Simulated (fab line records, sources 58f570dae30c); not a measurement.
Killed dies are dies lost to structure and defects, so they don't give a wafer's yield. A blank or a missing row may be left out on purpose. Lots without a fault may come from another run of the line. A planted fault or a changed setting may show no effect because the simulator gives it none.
fab line records | flow berkeley_cmos170
record lots=10 wafers=30 last_day=12
route steps=331 shown PLDD@153
lots that met no fault: from a run of the same line without faults
start_h: hours from the record's first day to the start of the lot's first wafer shown | wait_h: hours since the lot's step before | " the same as in the row above | L1.1+2: a row that stands for several wafers | - no value, or no start given | * or withheld: withheld | < > ~ a bound
route shown NAME@n: a module of which the file shows steps, and the number in the route of the first | usual: mean/standard deviation of fault-free wafers | same: alike in all rows | chamber/n: place in a boat | sites: the reading at each site | _std_site: their standard deviation | _edge_site: outer sites' mean less inner sites' | radius_mm: how far each site lies from the wafer's centre | mask NAME#n: copy n | behind: the tool/chamber that last shaped the wafer | hold: why the lot was held/for how many hours/how that ended | device: the transistor (n, p or np) that didn't switch | end of line: the same wafers' tests at the end of the route | a step without rows: its recipe alone | killed: dies lost to structure and defects at the first sort, not the wafer's yield | map: a wafer's dies, x killed, . not, _ none there
set.NAME: the setting as run; set.NAME@STEP: as run at that earlier step | model.NAME: the simulator's own value behind a step, which no gauge read
steps of the route over a sample of lots; a table a step, a row a wafer
services: from which hour (start_h, from the record's first day; less than 0 if before it) a tool's chamber was out of use, for how many hours, and why
## steps
# step UCB170_PLDD_IMPLANT_08
# recipe species=BF2 dose_cm2=5e+13 energy_kev=10 tilt_deg=7 rotation_deg=0
# usual beam_on_s=10.00/0.21 dose_ions_cm2=5e+13/5.4e+10 faraday_current_uA=159/3.2
# columns lot.wafer tool chamber start_h wait_h beam_on_s dose_ions_cm2 faraday_current_uA
L999.1 implanter-04 0 137.78 0.0 10.00 5.003e+13 158
L999.2 " 0 " " 10.10 4.997e+13 157
L999.6 " 0 " " 9.81 4.996e+13 162
L998.2 implanter-02 0 138.34 0.0 10.33 5e+13 153
L998.5 " 0 " " 10.17 5e+13 156
L998.6 " 0 " " 10.17 4.993e+13 156
L103.2 implanter-01 0 151.01 0.0 9.87 4.998e+13 161
L103.4 " 0 " " 9.99 5.007e+13 158
L103.6 " 0 " " 10.08 4.999e+13 157
L104.1 implanter-01 0 158.42 0.0 10.08 4.996e+13 157
L104.2 " 0 " " 9.85 4.998e+13 160
L104.6 " 0 " " 10.37 4.994e+13 153
L105.1 implanter-04 0 173.01 0.0 40.20 2.5005e+14 196
L105.3 " 0 " " 40.73 2.5004e+14 195
L105.5 " 0 " " 42.26 2.5002e+14 187
L109.2 implanter-04 0 176.18 0.0 38.44 2.4994e+14 205
L109.4 " 0 " " 40.16 2.4991e+14 197
L109.6 " 0 " " 40.33 2.4987e+14 197
L112.3 implanter-01 0 193.87 0.1 9.65 4.997e+13 165
L112.4 " 0 " " 10.09 4.993e+13 157
L112.6 " 0 " " 9.74 4.996e+13 164
L117.2 implanter-01 0 216.30 0.0 9.52 5.005e+13 166
L117.3 " 0 " " 9.98 5.003e+13 158
L117.5 " 0 " " 10.05 5e+13 157
L118.2 implanter-01 0 216.66 0.0 9.81 5.001e+13 162
L118.4 " 0 " " 9.97 4.994e+13 159
L118.5 " 0 " " 10.15 4.99e+13 156
L121.3 implanter-01 0 251.46 0.1 9.76 4.993e+13 162
L121.5 " 0 " " 9.80 4.995e+13 162
L121.6 " 0 " " 10.00 4.997e+13 158
# step UCB170_PLDD_TW_MEAS_11
# usual PLDD_TW=1011/7.9
# columns lot.wafer tool chamber start_h wait_h PLDD_TW
L999.1 film_metro-04 - 138.18 0.1 1012
L999.2 " - " " 1009
L999.6 " - " " 1015
L998.2 film_metro-04 - 138.73 0.1 1014
L998.5 " - " " 1014
L998.6 " - " " 1021
L103.2 film_metro-01 - 151.40 0.1 1019
L103.4 " - " " 1015
L103.6 " - " " 1020
L104.1 film_metro-04 - 158.82 0.1 1020
L104.2 " - " " 1009
L104.6 " - " " 1012
L105.1 film_metro-03 - 173.41 0.1 1404
L105.3 " - " " 1404
L105.5 " - " " 1407
L109.2 film_metro-03 - 176.57 0.1 1407
L109.4 " - " " 1398
L109.6 " - " " 1400
L112.3 film_metro-03 - 194.24 0.1 1000
L112.4 " - " " 998
L112.6 " - " " 994
L117.2 film_metro-01 - 216.68 0.1 1017
L117.3 " - " " 1017
L117.5 " - " " 1020
L118.2 film_metro-03 - 217.04 0.1 997
L118.4 " - " " 996
L118.5 " - " " 996
L121.3 film_metro-04 - 251.83 0.1 1008
L121.5 " - " " 1010
L121.6 " - " " 1011
# step UCB170_SDANNEAL_RS_MEAS_04
# recipe thk_meas_gauge=four-point-probe
# usual PLDD_RS=1032/3.2
# columns lot.wafer tool chamber start_h wait_h PLDD_RS[ohm/sq]
L998.2 film_metro-01 - 149.24 0.1 1034
L998.5 " - " " 1034
L998.6 " - " " 1033
L999.1 film_metro-03 - 149.40 0.1 1035
L999.2 " - " " 1032
L999.6 " - " " 1036
L103.2 film_metro-01 - 161.57 0.1 1031
L103.4 " - " " 1032
L103.6 " - " " 1032
L104.1 film_metro-03 - 169.06 0.1 1029
L104.2 " - " " 1030
L104.6 " - " " 1032
L105.1 film_metro-03 - 191.05 0.1 461
L105.3 " - " " 462
L105.5 " - " " 461
L109.2 film_metro-01 - 191.54 0.1 463
L109.4 " - " " 463
L109.6 " - " " 462
L112.3 film_metro-01 - 206.22 0.1 1035
L112.4 " - " " 1033
L112.6 " - " " 1033
L117.2 film_metro-01 - 229.77 0.1 1035
L117.3 " - " " 1034
L117.5 " - " " 1034
L118.2 film_metro-03 - 230.51 0.1 1031
L118.4 " - " " 1028
L118.5 " - " " 1031
L121.3 film_metro-03 - 265.56 0.1 1033
L121.5 " - " " 1033
L121.6 " - " " 1032
## services
# columns tool chamber start_h hours kind
implanter-01 - 138.34 3.1 pm
implanter-02 - 151.30 3.9 pm
implanter-02 - 162.49 43.1 repair
implanter-01 - 203.99 5.3 pm
implanter-02 - 205.57 34.7 pm
implanter-02 - 214.66 2.2 repair
implanter-02 - 247.43 4.7 repair
implanter-04 - 248.90 5.1 pm
## key
first_sign step=UCB170_PLDD_IMPLANT_08 reading=dose_ions_cm2 direction=up sigmas=99+ usual=5e+13 struck=2.4997e+14
effect step=UCB170_PLDD_IMPLANT_08 reading=beam_on_s direction=up sigmas=99+ usual=10.00 struck=40.35
effect step=UCB170_PLDD_TW_MEAS_11 reading=PLDD_TW direction=up sigmas=50 usual=1011 struck=1403
effect step=UCB170_SDANNEAL_RS_MEAS_04 reading=PLDD_RS direction=down sigmas=99+ usual=1032 struck=462
met_at UCB170_PLDD_IMPLANT_08
struck_lots L105,L109
tester_left_out L105,L109
onset_between 137.78 173.01
fault kind=process_parameter_drift tool=implanter-04 chamber=- onset_h=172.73 steps=UCB170_PLDD_IMPLANT_08 channel=dose_cm2 offset=2e+14 shape=step end_h=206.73 acts_in=these_recipes_only stated=5e+13
# tester_left_out: of these lots the tester's yield and bins aren't shown, on N5 and GAA mostly nor the transistor test; their killed dies are dies lost to structure and defects alone, not to doping, threshold or leakage, so they don't give the yield
